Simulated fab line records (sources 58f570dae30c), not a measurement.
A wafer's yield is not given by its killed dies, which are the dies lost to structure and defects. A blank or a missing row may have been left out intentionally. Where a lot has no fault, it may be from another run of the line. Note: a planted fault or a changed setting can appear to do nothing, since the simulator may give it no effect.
fab line records || flow berkeley_cmos170
record {"lots": 6, "wafers": 18, "last_day": 11}
route steps=331 shown NSD@193 BACKSIDE@199 SDANNEAL@204
lots untouched by any fault: they come from a run of this same line in which no faults occurred
start_h: start of the lot's first displayed wafer, in hours after the record's first day || wait_h: hours elapsed since this lot's preceding step || " the same as in the row above || L1.1+2: one row covering several wafers at once || - no value, or no start given || * or withheld: withheld || < > ~ a bound
route shown NAME@n: NAME is a module with steps in the file, n the number in the route of the first one || usual: average and standard deviation across the fault-free wafers || same: alike in all rows || chamber/n: place in a boat || sites: each site's reading || _std_site: how widely they spread, as a standard deviation || _edge_site: inner sites' mean taken away from outer sites' mean || radius_mm: how far each site lies from the wafer's centre || mask NAME#n: copy n || behind: the tool/chamber that last shaped the wafer || hold: cause of the lot's hold/its duration in hours/its outcome || device: names the non-switching transistor (n, p or np) || end of line: tests of these same wafers at the route's end || a step with no rows: only its recipe || killed: at the first sort, the dies lost to defects and structure; wafer yield is something else || map: shows each die of a wafer: x if killed, . if not, _ if none is there
set.NAME: the setting the step ran with; set.NAME@STEP: the setting that earlier step ran with || model.NAME: the simulator's own value behind a step, which no gauge read
certain route steps with their lots: each step a table, each wafer a row
services: the hour from which a tool's chamber was out of use, counted from the record's first day as start_h (under 0 if before that day), plus the number of hours and why
## steps
# step UCB170_NSD_CD_MEAS_06
# recipe {"target_cd_nm": 1200}
# usual {"cd_nm": "1199.8/1.3"}
{"lot.wafer": "L772.1", "tool": "cd_sem-02", "chamber": "-", "start_h": 185.72, "wait_h": "-", "cd_nm": 1197.4}
{"lot.wafer": "L772.4", "tool": "cd_sem-02", "chamber": "-", "start_h": 185.72, "wait_h": "-", "cd_nm": 1199.2}
{"lot.wafer": "L772.5", "tool": "cd_sem-02", "chamber": "-", "start_h": 185.72, "wait_h": "-", "cd_nm": 1199.1}
{"lot.wafer": "L774.1", "tool": "cd_sem-02", "chamber": "-", "start_h": 215.70, "wait_h": "-", "cd_nm": 1199.5}
{"lot.wafer": "L774.3", "tool": "cd_sem-02", "chamber": "-", "start_h": 215.70, "wait_h": "-", "cd_nm": 1198.0}
{"lot.wafer": "L774.5", "tool": "cd_sem-02", "chamber": "-", "start_h": 215.70, "wait_h": "-", "cd_nm": 1198.0}
{"lot.wafer": "L779.1", "tool": "cd_sem-02", "chamber": "-", "start_h": 234.38, "wait_h": "-", "cd_nm": 1199.4}
{"lot.wafer": "L779.3", "tool": "cd_sem-02", "chamber": "-", "start_h": 234.38, "wait_h": "-", "cd_nm": 1199.2}
{"lot.wafer": "L779.5", "tool": "cd_sem-02", "chamber": "-", "start_h": 234.38, "wait_h": "-", "cd_nm": 1199.8}
{"lot.wafer": "L778.1", "tool": "cd_sem-02", "chamber": "-", "start_h": 234.93, "wait_h": "-", "cd_nm": 1202.4}
{"lot.wafer": "L778.2", "tool": "cd_sem-02", "chamber": "-", "start_h": 234.93, "wait_h": "-", "cd_nm": 1202.3}
{"lot.wafer": "L778.6", "tool": "cd_sem-02", "chamber": "-", "start_h": 234.93, "wait_h": "-", "cd_nm": 1201.7}
{"lot.wafer": "L782.1", "tool": "cd_sem-02", "chamber": "-", "start_h": 254.31, "wait_h": "-", "cd_nm": 1199.6}
{"lot.wafer": "L782.2", "tool": "cd_sem-02", "chamber": "-", "start_h": 254.31, "wait_h": "-", "cd_nm": 1200.3}
{"lot.wafer": "L782.4", "tool": "cd_sem-02", "chamber": "-", "start_h": 254.31, "wait_h": "-", "cd_nm": 1200.0}
{"lot.wafer": "L784.1", "tool": "cd_sem-02", "chamber": "-", "start_h": 267.58, "wait_h": "-", "cd_nm": 1200.0}
{"lot.wafer": "L784.4", "tool": "cd_sem-02", "chamber": "-", "start_h": 267.58, "wait_h": "-", "cd_nm": 1200.4}
{"lot.wafer": "L784.6", "tool": "cd_sem-02", "chamber": "-", "start_h": 267.58, "wait_h": "-", "cd_nm": 1200.7}
# step UCB170_NSD_OVL_MEAS_07
# usual {"NSD_OVL": "0/5"}
{"lot.wafer": "L772.1", "tool": "overlay-01", "chamber": "-", "start_h": 185.84, "wait_h": 0.1, "NSD_OVL[nm]": -12}
{"lot.wafer": "L772.4", "tool": "overlay-01", "chamber": "-", "start_h": 185.84, "wait_h": 0.1, "NSD_OVL[nm]": -3}
{"lot.wafer": "L772.5", "tool": "overlay-01", "chamber": "-", "start_h": 185.84, "wait_h": 0.1, "NSD_OVL[nm]": -1}
{"lot.wafer": "L774.1", "tool": "overlay-02", "chamber": "-", "start_h": 215.82, "wait_h": 0.1, "NSD_OVL[nm]": -1}
{"lot.wafer": "L774.3", "tool": "overlay-02", "chamber": "-", "start_h": 215.82, "wait_h": 0.1, "NSD_OVL[nm]": -9}
{"lot.wafer": "L774.5", "tool": "overlay-02", "chamber": "-", "start_h": 215.82, "wait_h": 0.1, "NSD_OVL[nm]": -9}
{"lot.wafer": "L779.1", "tool": "overlay-02", "chamber": "-", "start_h": 234.50, "wait_h": 0.1, "NSD_OVL[nm]": -4}
{"lot.wafer": "L779.3", "tool": "overlay-02", "chamber": "-", "start_h": 234.50, "wait_h": 0.1, "NSD_OVL[nm]": 0}
{"lot.wafer": "L779.5", "tool": "overlay-02", "chamber": "-", "start_h": 234.50, "wait_h": 0.1, "NSD_OVL[nm]": -4}
{"lot.wafer": "L778.1", "tool": "overlay-02", "chamber": "-", "start_h": 235.05, "wait_h": 0.1, "NSD_OVL[nm]": -1}
{"lot.wafer": "L778.2", "tool": "overlay-02", "chamber": "-", "start_h": 235.05, "wait_h": 0.1, "NSD_OVL[nm]": -5}
{"lot.wafer": "L778.6", "tool": "overlay-02", "chamber": "-", "start_h": 235.05, "wait_h": 0.1, "NSD_OVL[nm]": 9}
{"lot.wafer": "L782.1", "tool": "overlay-02", "chamber": "-", "start_h": 254.43, "wait_h": 0.1, "NSD_OVL[nm]": -5}
{"lot.wafer": "L782.2", "tool": "overlay-02", "chamber": "-", "start_h": 254.43, "wait_h": 0.1, "NSD_OVL[nm]": -3}
{"lot.wafer": "L782.4", "tool": "overlay-02", "chamber": "-", "start_h": 254.43, "wait_h": 0.1, "NSD_OVL[nm]": -8}
{"lot.wafer": "L784.1", "tool": "overlay-01", "chamber": "-", "start_h": 267.70, "wait_h": 0.1, "NSD_OVL[nm]": -3}
{"lot.wafer": "L784.4", "tool": "overlay-01", "chamber": "-", "start_h": 267.70, "wait_h": 0.1, "NSD_OVL[nm]": -4}
{"lot.wafer": "L784.6", "tool": "overlay-01", "chamber": "-", "start_h": 267.70, "wait_h": 0.1, "NSD_OVL[nm]": -1}
# step UCB170_NSD_IMPLANT_08
# recipe {"species": "P", "dose_cm2": 3e+15, "energy_kev": 40, "tilt_deg": 7}
# step UCB170_NSD_STRIP_09
# recipe {"chemistry": "O2", "power_w": 400, "pressure_mtorr": 3500, "platen_temp_c": "withheld", "o2_flow_sccm": 400, "overash_fraction": 0.5}
# usual {"drypump_motor_current_A": "6.0/0.42", "oes_product_au": "0.535/0.0047", "strip_time_to_endpoint_s": "35.84/0.063"}
{"lot.wafer": "L772.1", "tool": "plasma_asher-04", "chamber": 0, "start_h": 186.03, "wait_h": 0.1, "drypump_motor_current_A": 6.6, "oes_product_au": 0.526, "rf_hours_counter_h": 48, "strip_time_to_endpoint_s": 35.82}
{"lot.wafer": "L772.4", "tool": "plasma_asher-04", "chamber": 1, "start_h": 186.03, "wait_h": 0.1, "drypump_motor_current_A": 5.9, "oes_product_au": 0.534, "rf_hours_counter_h": "-", "strip_time_to_endpoint_s": 35.80}
{"lot.wafer": "L772.5", "tool": "plasma_asher-04", "chamber": 1, "start_h": 186.03, "wait_h": 0.1, "drypump_motor_current_A": 5.8, "oes_product_au": 0.544, "rf_hours_counter_h": "-", "strip_time_to_endpoint_s": 35.82}
{"lot.wafer": "L774.1", "tool": "plasma_asher-02", "chamber": 0, "start_h": 216.00, "wait_h": 0.1, "drypump_motor_current_A": 5.1, "oes_product_au": 0.535, "rf_hours_counter_h": 10, "strip_time_to_endpoint_s": 35.88}
{"lot.wafer": "L774.3", "tool": "plasma_asher-02", "chamber": 0, "start_h": 216.00, "wait_h": 0.1, "drypump_motor_current_A": 5.3, "oes_product_au": 0.532, "rf_hours_counter_h": "-", "strip_time_to_endpoint_s": 35.84}
{"lot.wafer": "L774.5", "tool": "plasma_asher-02", "chamber": 1, "start_h": 216.00, "wait_h": 0.1, "drypump_motor_current_A": 6.3, "oes_product_au": 0.523, "rf_hours_counter_h": "-", "strip_time_to_endpoint_s": 35.90}
{"lot.wafer": "L779.1", "tool": "plasma_asher-02", "chamber": 0, "start_h": 234.68, "wait_h": 0.1, "drypump_motor_current_A": 5.2, "oes_product_au": 0.538, "rf_hours_counter_h": 12, "strip_time_to_endpoint_s": 35.81}
{"lot.wafer": "L779.3", "tool": "plasma_asher-02", "chamber": 1, "start_h": 234.68, "wait_h": 0.1, "drypump_motor_current_A": 6.2, "oes_product_au": 0.528, "rf_hours_counter_h": "-", "strip_time_to_endpoint_s": 35.87}
{"lot.wafer": "L779.5", "tool": "plasma_asher-02", "chamber": 1, "start_h": 234.68, "wait_h": 0.1, "drypump_motor_current_A": 6.3, "oes_product_au": 0.532, "rf_hours_counter_h": "-", "strip_time_to_endpoint_s": 35.83}
{"lot.wafer": "L778.1", "tool": "plasma_asher-04", "chamber": 0, "start_h": 235.23, "wait_h": 0.1, "drypump_motor_current_A": 6.6, "oes_product_au": 0.531, "rf_hours_counter_h": 52, "strip_time_to_endpoint_s": 35.91}
{"lot.wafer": "L778.2", "tool": "plasma_asher-04", "chamber": 1, "start_h": 235.23, "wait_h": 0.1, "drypump_motor_current_A": 5.8, "oes_product_au": 0.527, "rf_hours_counter_h": 52, "strip_time_to_endpoint_s": 35.91}
{"lot.wafer": "L778.6", "tool": "plasma_asher-04", "chamber": 1, "start_h": 235.23, "wait_h": 0.1, "drypump_motor_current_A": 5.9, "oes_product_au": 0.545, "rf_hours_counter_h": "-", "strip_time_to_endpoint_s": 35.83}
{"lot.wafer": "L782.1", "tool": "plasma_asher-02", "chamber": 1, "start_h": 254.62, "wait_h": 0.1, "drypump_motor_current_A": 6.2, "oes_product_au": 0.529, "rf_hours_counter_h": 14, "strip_time_to_endpoint_s": 35.78}
{"lot.wafer": "L782.2", "tool": "plasma_asher-02", "chamber": 0, "start_h": 254.62, "wait_h": 0.1, "drypump_motor_current_A": 5.2, "oes_product_au": 0.535, "rf_hours_counter_h": 14, "strip_time_to_endpoint_s": 35.81}
{"lot.wafer": "L782.4", "tool": "plasma_asher-02", "chamber": 0, "start_h": 254.62, "wait_h": 0.1, "drypump_motor_current_A": 5.2, "oes_product_au": 0.535, "rf_hours_counter_h": "-", "strip_time_to_endpoint_s": 35.85}
{"lot.wafer": "L784.1", "tool": "plasma_asher-04", "chamber": 0, "start_h": 267.89, "wait_h": 0.1, "drypump_motor_current_A": 6.6, "oes_product_au": 0.532, "rf_hours_counter_h": 56, "strip_time_to_endpoint_s": 35.85}
{"lot.wafer": "L784.4", "tool": "plasma_asher-04", "chamber": 0, "start_h": 267.89, "wait_h": 0.1, "drypump_motor_current_A": 6.6, "oes_product_au": 0.538, "rf_hours_counter_h": "-", "strip_time_to_endpoint_s": 35.85}
{"lot.wafer": "L784.6", "tool": "plasma_asher-04", "chamber": 1, "start_h": 267.89, "wait_h": 0.1, "drypump_motor_current_A": 5.9, "oes_product_au": 0.535, "rf_hours_counter_h": "-", "strip_time_to_endpoint_s": 35.83}
# step UCB170_NSD_TW_MEAS_10
# usual {"NSD_TW": "4161/20"}
{"lot.wafer": "L772.1", "tool": "film_metro-03", "chamber": "-", "start_h": 186.13, "wait_h": 0.1, "NSD_TW": 4127}
{"lot.wafer": "L772.4", "tool": "film_metro-03", "chamber": "-", "start_h": 186.13, "wait_h": 0.1, "NSD_TW": 4141}
{"lot.wafer": "L772.5", "tool": "film_metro-03", "chamber": "-", "start_h": 186.13, "wait_h": 0.1, "NSD_TW": 4157}
{"lot.wafer": "L774.1", "tool": "film_metro-04", "chamber": "-", "start_h": 216.10, "wait_h": 0.1, "NSD_TW": 4172}
{"lot.wafer": "L774.3", "tool": "film_metro-04", "chamber": "-", "start_h": 216.10, "wait_h": 0.1, "NSD_TW": 4173}
{"lot.wafer": "L774.5", "tool": "film_metro-04", "chamber": "-", "start_h": 216.10, "wait_h": 0.1, "NSD_TW": 4167}
{"lot.wafer": "L779.1", "tool": "film_metro-03", "chamber": "-", "start_h": 234.78, "wait_h": 0.1, "NSD_TW": 4184}
{"lot.wafer": "L779.3", "tool": "film_metro-03", "chamber": "-", "start_h": 234.78, "wait_h": 0.1, "NSD_TW": 4174}
{"lot.wafer": "L779.5", "tool": "film_metro-03", "chamber": "-", "start_h": 234.78, "wait_h": 0.1, "NSD_TW": 4191}
{"lot.wafer": "L778.1", "tool": "film_metro-03", "chamber": "-", "start_h": 235.33, "wait_h": 0.1, "NSD_TW": 4171}
{"lot.wafer": "L778.2", "tool": "film_metro-03", "chamber": "-", "start_h": 235.33, "wait_h": 0.1, "NSD_TW": 4176}
{"lot.wafer": "L778.6", "tool": "film_metro-03", "chamber": "-", "start_h": 235.33, "wait_h": 0.1, "NSD_TW": 4173}
{"lot.wafer": "L782.1", "tool": "film_metro-01", "chamber": "-", "start_h": 254.72, "wait_h": 0.1, "NSD_TW": 4151}
{"lot.wafer": "L782.2", "tool": "film_metro-01", "chamber": "-", "start_h": 254.72, "wait_h": 0.1, "NSD_TW": 4148}
{"lot.wafer": "L782.4", "tool": "film_metro-01", "chamber": "-", "start_h": 254.72, "wait_h": 0.1, "NSD_TW": 4152}
{"lot.wafer": "L784.1", "tool": "film_metro-03", "chamber": "-", "start_h": 267.99, "wait_h": 0.1, "NSD_TW": 4167}
{"lot.wafer": "L784.4", "tool": "film_metro-03", "chamber": "-", "start_h": 267.99, "wait_h": 0.1, "NSD_TW": 4145}
{"lot.wafer": "L784.6", "tool": "film_metro-03", "chamber": "-", "start_h": 267.99, "wait_h": 0.1, "NSD_TW": 4181}
# step UCB170_NSD_CLEAN_11
# recipe {"chemistry": "SPM", "temp_c": 120, "time_s": 600}
# step UCB170_BACKSIDE_HMDS_00
# recipe {"prime_time_s": 60, "prime_temp_c": 100}
# step UCB170_BACKSIDE_COAT_01
# recipe {"resist": "KrF", "spin_rpm": 1500, "resist_thk_nm": 900}
# step UCB170_BACKSIDE_SOFTBAKE_02
# recipe {"resist": "KrF", "temp_c": 130, "time_s": 60}
# step UCB170_BACKSIDE_STRIP_03
# recipe {"chemistry": "O2", "power_w": 400, "pressure_mtorr": 3500, "platen_temp_c": "withheld", "o2_flow_sccm": 400, "overash_fraction": 0.5}
# usual {"drypump_motor_current_A": "5.6/0.6", "oes_product_au": "0.734/0.0044", "strip_time_to_endpoint_s": "21.99/0.064"}
{"lot.wafer": "L772.1", "tool": "plasma_asher-04", "chamber": 1, "start_h": 186.84, "wait_h": 0.1, "drypump_motor_current_A": 5.8, "oes_product_au": 0.740, "rf_hours_counter_h": 48, "strip_time_to_endpoint_s": 22.02}
{"lot.wafer": "L772.4", "tool": "plasma_asher-04", "chamber": 1, "start_h": 186.84, "wait_h": 0.1, "drypump_motor_current_A": 5.8, "oes_product_au": 0.731, "rf_hours_counter_h": "-", "strip_time_to_endpoint_s": 21.92}
{"lot.wafer": "L772.5", "tool": "plasma_asher-04", "chamber": 0, "start_h": 186.84, "wait_h": 0.1, "drypump_motor_current_A": 6.6, "oes_product_au": 0.738, "rf_hours_counter_h": "-", "strip_time_to_endpoint_s": 21.97}
{"lot.wafer": "L774.1", "tool": "plasma_asher-04", "chamber": 1, "start_h": 216.80, "wait_h": 0.1, "drypump_motor_current_A": 5.9, "oes_product_au": 0.737, "rf_hours_counter_h": 51, "strip_time_to_endpoint_s": 21.95}
{"lot.wafer": "L774.3", "tool": "plasma_asher-04", "chamber": 0, "start_h": 216.80, "wait_h": 0.1, "drypump_motor_current_A": 6.6, "oes_product_au": 0.733, "rf_hours_counter_h": "-", "strip_time_to_endpoint_s": 21.81}
{"lot.wafer": "L774.5", "tool": "plasma_asher-04", "chamber": 1, "start_h": 216.80, "wait_h": 0.1, "drypump_motor_current_A": 5.9, "oes_product_au": 0.732, "rf_hours_counter_h": "-", "strip_time_to_endpoint_s": 21.94}
{"lot.wafer": "L779.1", "tool": "plasma_asher-01", "chamber": 0, "start_h": 235.97, "wait_h": 0.1, "drypump_motor_current_A": 5.0, "oes_product_au": 0.739, "rf_hours_counter_h": 51, "strip_time_to_endpoint_s": 22.08}
{"lot.wafer": "L779.3", "tool": "plasma_asher-01", "chamber": 1, "start_h": 235.97, "wait_h": 0.1, "drypump_motor_current_A": 5.1, "oes_product_au": 0.731, "rf_hours_counter_h": "-", "strip_time_to_endpoint_s": 22.07}
{"lot.wafer": "L779.5", "tool": "plasma_asher-01", "chamber": 1, "start_h": 235.97, "wait_h": 0.1, "drypump_motor_current_A": 5.1, "oes_product_au": 0.740, "rf_hours_counter_h": "-", "strip_time_to_endpoint_s": 22.04}
{"lot.wafer": "L778.1", "tool": "plasma_asher-01", "chamber": 1, "start_h": 236.49, "wait_h": 0.1, "drypump_motor_current_A": 5.1, "oes_product_au": 0.735, "rf_hours_counter_h": 51, "strip_time_to_endpoint_s": 21.97}
{"lot.wafer": "L778.2", "tool": "plasma_asher-01", "chamber": 0, "start_h": 236.49, "wait_h": 0.1, "drypump_motor_current_A": 5.0, "oes_product_au": 0.740, "rf_hours_counter_h": 51, "strip_time_to_endpoint_s": 21.96}
{"lot.wafer": "L778.6", "tool": "plasma_asher-01", "chamber": 0, "start_h": 236.49, "wait_h": 0.1, "drypump_motor_current_A": 5.0, "oes_product_au": 0.729, "rf_hours_counter_h": "-", "strip_time_to_endpoint_s": 22.00}
{"lot.wafer": "L782.1", "tool": "plasma_asher-04", "chamber": 1, "start_h": 256.60, "wait_h": 0.1, "drypump_motor_current_A": 5.9, "oes_product_au": 0.734, "rf_hours_counter_h": 55, "strip_time_to_endpoint_s": 21.98}
{"lot.wafer": "L782.2", "tool": "plasma_asher-04", "chamber": 0, "start_h": 256.60, "wait_h": 0.1, "drypump_motor_current_A": 6.5, "oes_product_au": 0.736, "rf_hours_counter_h": 55, "strip_time_to_endpoint_s": 21.95}
{"lot.wafer": "L782.4", "tool": "plasma_asher-04", "chamber": 0, "start_h": 256.60, "wait_h": 0.1, "drypump_motor_current_A": 6.5, "oes_product_au": 0.734, "rf_hours_counter_h": "-", "strip_time_to_endpoint_s": 21.96}
{"lot.wafer": "L784.1", "tool": "plasma_asher-02", "chamber": 1, "start_h": 269.02, "wait_h": 0.1, "drypump_motor_current_A": 6.3, "oes_product_au": 0.740, "rf_hours_counter_h": 16, "strip_time_to_endpoint_s": 21.91}
{"lot.wafer": "L784.4", "tool": "plasma_asher-02", "chamber": 0, "start_h": 269.02, "wait_h": 0.1, "drypump_motor_current_A": 5.2, "oes_product_au": 0.730, "rf_hours_counter_h": "-", "strip_time_to_endpoint_s": 21.94}
{"lot.wafer": "L784.6", "tool": "plasma_asher-02", "chamber": 0, "start_h": 269.02, "wait_h": 0.1, "drypump_motor_current_A": 5.2, "oes_product_au": 0.735, "rf_hours_counter_h": "-", "strip_time_to_endpoint_s": 21.92}
# step UCB170_BACKSIDE_CLEAN_04
# recipe {"chemistry": "SPM", "temp_c": 120, "time_s": 600}
# step UCB170_SDANNEAL_RTA_00
# recipe {"temp_c": 900, "time_s": 10, "ambient": "N2"}
# usual {"anneal_temp_c_max": "904.3/1.8", "chamber_o2_ppm": "1.994/0.019", "lamp_power_pct": "24.4/2.6", "wafer_temp_C_max": "905.2/0.97"}
{"lot.wafer": "L772.1", "tool": "rtp_anneal-02", "chamber": 0, "start_h": 187.12, "wait_h": 0.0, "anneal_temp_c_max": 906.2, "chamber_o2_ppm": 2.022, "lamp_power_pct": 22.0, "wafer_temp_C_max": 904.8}
{"lot.wafer": "L772.4", "tool": "rtp_anneal-02", "chamber": 0, "start_h": 187.12, "wait_h": 0.0, "anneal_temp_c_max": 904.7, "chamber_o2_ppm": 2.036, "lamp_power_pct": 22.0, "wafer_temp_C_max": 904.7}
{"lot.wafer": "L772.5", "tool": "rtp_anneal-02", "chamber": 0, "start_h": 187.12, "wait_h": 0.0, "anneal_temp_c_max": 905.2, "chamber_o2_ppm": 1.990, "lamp_power_pct": 22.0, "wafer_temp_C_max": 905.4}
{"lot.wafer": "L774.1", "tool": "rtp_anneal-02", "chamber": 0, "start_h": 217.12, "wait_h": 0.0, "anneal_temp_c_max": 907.4, "chamber_o2_ppm": 1.980, "lamp_power_pct": 22.0, "wafer_temp_C_max": 908.4}
{"lot.wafer": "L774.3", "tool": "rtp_anneal-02", "chamber": 0, "start_h": 217.12, "wait_h": 0.0, "anneal_temp_c_max": 906.2, "chamber_o2_ppm": 1.966, "lamp_power_pct": 22.0, "wafer_temp_C_max": 904.5}
{"lot.wafer": "L774.5", "tool": "rtp_anneal-02", "chamber": 0, "start_h": 217.12, "wait_h": 0.0, "anneal_temp_c_max": 905.0, "chamber_o2_ppm": 1.980, "lamp_power_pct": 22.0, "wafer_temp_C_max": 907.2}
{"lot.wafer": "L779.1", "tool": "rtp_anneal-01", "chamber": 0, "start_h": 236.24, "wait_h": 0.0, "anneal_temp_c_max": 901.9, "chamber_o2_ppm": 1.967, "lamp_power_pct": 27.2, "wafer_temp_C_max": 904.4}
{"lot.wafer": "L779.3", "tool": "rtp_anneal-01", "chamber": 0, "start_h": 236.24, "wait_h": 0.0, "anneal_temp_c_max": 902.3, "chamber_o2_ppm": 1.984, "lamp_power_pct": 27.2, "wafer_temp_C_max": 904.5}
{"lot.wafer": "L779.5", "tool": "rtp_anneal-01", "chamber": 0, "start_h": 236.24, "wait_h": 0.0, "anneal_temp_c_max": 902.2, "chamber_o2_ppm": 2.004, "lamp_power_pct": 27.1, "wafer_temp_C_max": 904.6}
{"lot.wafer": "L778.1", "tool": "rtp_anneal-01", "chamber": 0, "start_h": 237.10, "wait_h": 0.0, "anneal_temp_c_max": 902.6, "chamber_o2_ppm": 1.962, "lamp_power_pct": 27.2, "wafer_temp_C_max": 905.1}
{"lot.wafer": "L778.2", "tool": "rtp_anneal-01", "chamber": 0, "start_h": 237.10, "wait_h": 0.0, "anneal_temp_c_max": 902.5, "chamber_o2_ppm": 1.996, "lamp_power_pct": 27.2, "wafer_temp_C_max": 904.9}
{"lot.wafer": "L778.6", "tool": "rtp_anneal-01", "chamber": 0, "start_h": 237.10, "wait_h": 0.0, "anneal_temp_c_max": 902.5, "chamber_o2_ppm": 2.009, "lamp_power_pct": 27.2, "wafer_temp_C_max": 903.5}
{"lot.wafer": "L782.1", "tool": "rtp_anneal-02", "chamber": 0, "start_h": 257.09, "wait_h": 0.1, "anneal_temp_c_max": 904.4, "chamber_o2_ppm": 1.990, "lamp_power_pct": 22.0, "wafer_temp_C_max": 903.9}
{"lot.wafer": "L782.2", "tool": "rtp_anneal-02", "chamber": 0, "start_h": 257.09, "wait_h": 0.1, "anneal_temp_c_max": 906.0, "chamber_o2_ppm": 2.001, "lamp_power_pct": 22.0, "wafer_temp_C_max": 905.6}
{"lot.wafer": "L782.4", "tool": "rtp_anneal-02", "chamber": 0, "start_h": 257.09, "wait_h": 0.1, "anneal_temp_c_max": 904.8, "chamber_o2_ppm": 1.983, "lamp_power_pct": 21.9, "wafer_temp_C_max": 905.1}
{"lot.wafer": "L784.1", "tool": "rtp_anneal-02", "chamber": 0, "start_h": 269.45, "wait_h": 0.0, "anneal_temp_c_max": 905.0, "chamber_o2_ppm": 2.003, "lamp_power_pct": 22.0, "wafer_temp_C_max": 904.7}
{"lot.wafer": "L784.4", "tool": "rtp_anneal-02", "chamber": 0, "start_h": 269.45, "wait_h": 0.0, "anneal_temp_c_max": 905.4, "chamber_o2_ppm": 1.997, "lamp_power_pct": 22.0, "wafer_temp_C_max": 905.2}
{"lot.wafer": "L784.6", "tool": "rtp_anneal-02", "chamber": 0, "start_h": 269.45, "wait_h": 0.0, "anneal_temp_c_max": 905.8, "chamber_o2_ppm": 1.984, "lamp_power_pct": 22.0, "wafer_temp_C_max": 905.4}
# step UCB170_SDANNEAL_RTA_01
# recipe {"temp_c": 1050, "time_s": 5, "ambient": "N2"}
# usual {"anneal_temp_c_max": "1055.0/2.2", "chamber_o2_ppm": "2.003/0.023", "lamp_power_pct": "38/4", "wafer_temp_C_max": "1056.1/1.2"}
{"lot.wafer": "L772.1", "tool": "rtp_anneal-02", "chamber": 0, "start_h": 187.19, "wait_h": 0.1, "anneal_temp_c_max": 1057.7, "chamber_o2_ppm": 1.981, "lamp_power_pct": 34, "wafer_temp_C_max": 1056.0}
{"lot.wafer": "L772.4", "tool": "rtp_anneal-02", "chamber": 0, "start_h": 187.19, "wait_h": 0.1, "anneal_temp_c_max": 1056.7, "chamber_o2_ppm": 2.007, "lamp_power_pct": 34, "wafer_temp_C_max": 1057.4}
{"lot.wafer": "L772.5", "tool": "rtp_anneal-02", "chamber": 0, "start_h": 187.19, "wait_h": 0.1, "anneal_temp_c_max": 1056.9, "chamber_o2_ppm": 2.012, "lamp_power_pct": 34, "wafer_temp_C_max": 1057.1}
{"lot.wafer": "L774.1", "tool": "rtp_anneal-02", "chamber": 0, "start_h": 217.19, "wait_h": 0.1, "anneal_temp_c_max": 1056.9, "chamber_o2_ppm": 1.986, "lamp_power_pct": 34, "wafer_temp_C_max": 1056.1}
{"lot.wafer": "L774.3", "tool": "rtp_anneal-02", "chamber": 0, "start_h": 217.19, "wait_h": 0.1, "anneal_temp_c_max": 1056.2, "chamber_o2_ppm": 2.016, "lamp_power_pct": 34, "wafer_temp_C_max": 1056.7}
{"lot.wafer": "L774.5", "tool": "rtp_anneal-02", "chamber": 0, "start_h": 217.19, "wait_h": 0.1, "anneal_temp_c_max": 1055.5, "chamber_o2_ppm": 1.987, "lamp_power_pct": 34, "wafer_temp_C_max": 1056.8}
{"lot.wafer": "L779.1", "tool": "rtp_anneal-01", "chamber": 0, "start_h": 236.38, "wait_h": 0.1, "anneal_temp_c_max": 1053.3, "chamber_o2_ppm": 2.020, "lamp_power_pct": 42, "wafer_temp_C_max": 1056.3}
{"lot.wafer": "L779.3", "tool": "rtp_anneal-01", "chamber": 0, "start_h": 236.38, "wait_h": 0.1, "anneal_temp_c_max": 1051.5, "chamber_o2_ppm": 1.981, "lamp_power_pct": 42, "wafer_temp_C_max": 1058.3}
{"lot.wafer": "L779.5", "tool": "rtp_anneal-01", "chamber": 0, "start_h": 236.38, "wait_h": 0.1, "anneal_temp_c_max": 1052.6, "chamber_o2_ppm": 2.043, "lamp_power_pct": 42, "wafer_temp_C_max": 1056.4}
{"lot.wafer": "L778.1", "tool": "rtp_anneal-01", "chamber": 0, "start_h": 237.16, "wait_h": 0.1, "anneal_temp_c_max": 1052.7, "chamber_o2_ppm": 2.001, "lamp_power_pct": 42, "wafer_temp_C_max": 1057.4}
{"lot.wafer": "L778.2", "tool": "rtp_anneal-01", "chamber": 0, "start_h": 237.16, "wait_h": 0.1, "anneal_temp_c_max": 1052.6, "chamber_o2_ppm": 1.994, "lamp_power_pct": 42, "wafer_temp_C_max": 1056.6}
{"lot.wafer": "L778.6", "tool": "rtp_anneal-01", "chamber": 0, "start_h": 237.16, "wait_h": 0.1, "anneal_temp_c_max": 1052.5, "chamber_o2_ppm": 2.027, "lamp_power_pct": 42, "wafer_temp_C_max": 1055.1}
{"lot.wafer": "L782.1", "tool": "rtp_anneal-02", "chamber": "-", "start_h": 257.16, "wait_h": 0.1, "anneal_temp_c_max": "-", "chamber_o2_ppm": "-", "lamp_power_pct": "-", "wafer_temp_C_max": "-"}
{"lot.wafer": "L782.2", "tool": "rtp_anneal-02", "chamber": "-", "start_h": 257.16, "wait_h": 0.1, "anneal_temp_c_max": "-", "chamber_o2_ppm": "-", "lamp_power_pct": "-", "wafer_temp_C_max": "-"}
{"lot.wafer": "L782.4", "tool": "rtp_anneal-02", "chamber": "-", "start_h": 257.16, "wait_h": 0.1, "anneal_temp_c_max": "-", "chamber_o2_ppm": "-", "lamp_power_pct": "-", "wafer_temp_C_max": "-"}
{"lot.wafer": "L784.1", "tool": "rtp_anneal-02", "chamber": "-", "start_h": 269.52, "wait_h": 0.1, "anneal_temp_c_max": "-", "chamber_o2_ppm": "-", "lamp_power_pct": "-", "wafer_temp_C_max": "-"}
{"lot.wafer": "L784.4", "tool": "rtp_anneal-02", "chamber": "-", "start_h": 269.52, "wait_h": 0.1, "anneal_temp_c_max": "-", "chamber_o2_ppm": "-", "lamp_power_pct": "-", "wafer_temp_C_max": "-"}
{"lot.wafer": "L784.6", "tool": "rtp_anneal-02", "chamber": "-", "start_h": 269.52, "wait_h": 0.1, "anneal_temp_c_max": "-", "chamber_o2_ppm": "-", "lamp_power_pct": "-", "wafer_temp_C_max": "-"}
## services
{"tool": "plasma_asher-02", "chamber": "-", "start_h": 199.08, "hours": 1.6, "kind": "repair"}
## key
first_sign {"step": "UCB170_SDANNEAL_RTA_01", "reading": "tool_record", "direction": "missing"}
effect none on later readings
met_at UCB170_SDANNEAL_RTA_01
struck_wafers L782.1,L782.2,L782.4,L784.1,L784.4,L784.6
later_rows_left_out L782.1,L782.2,L782.4,L784.1,L784.4,L784.6
sort_left_out L782.1,L782.2,L782.4,L784.1,L784.4,L784.6
tester_left_out L782,L784
onset_between 217.19 257.16
fault {"kind": "skipped_step_whole", "tool": "rtp_anneal-02", "chamber": "-", "onset_h": 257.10, "steps": "UCB170_SDANNEAL_RTA_01", "scope": "struck_lots_only"}
# tester_left_out: of these lots the tester's yield and bins aren't shown, on N5 and GAA mostly nor the transistor test; their killed dies are dies lost to structure and defects alone, not to doping, threshold or leakage, so they don't give the yield
# sort_left_out: the simulated sort isn't trusted on such a fault, so these wafers' sort isn't shown, and their yield isn't known
# later_rows_left_out: the simulator's readings of these wafers behind a module that went badly wrong aren't trusted and aren't shown, but for the sort
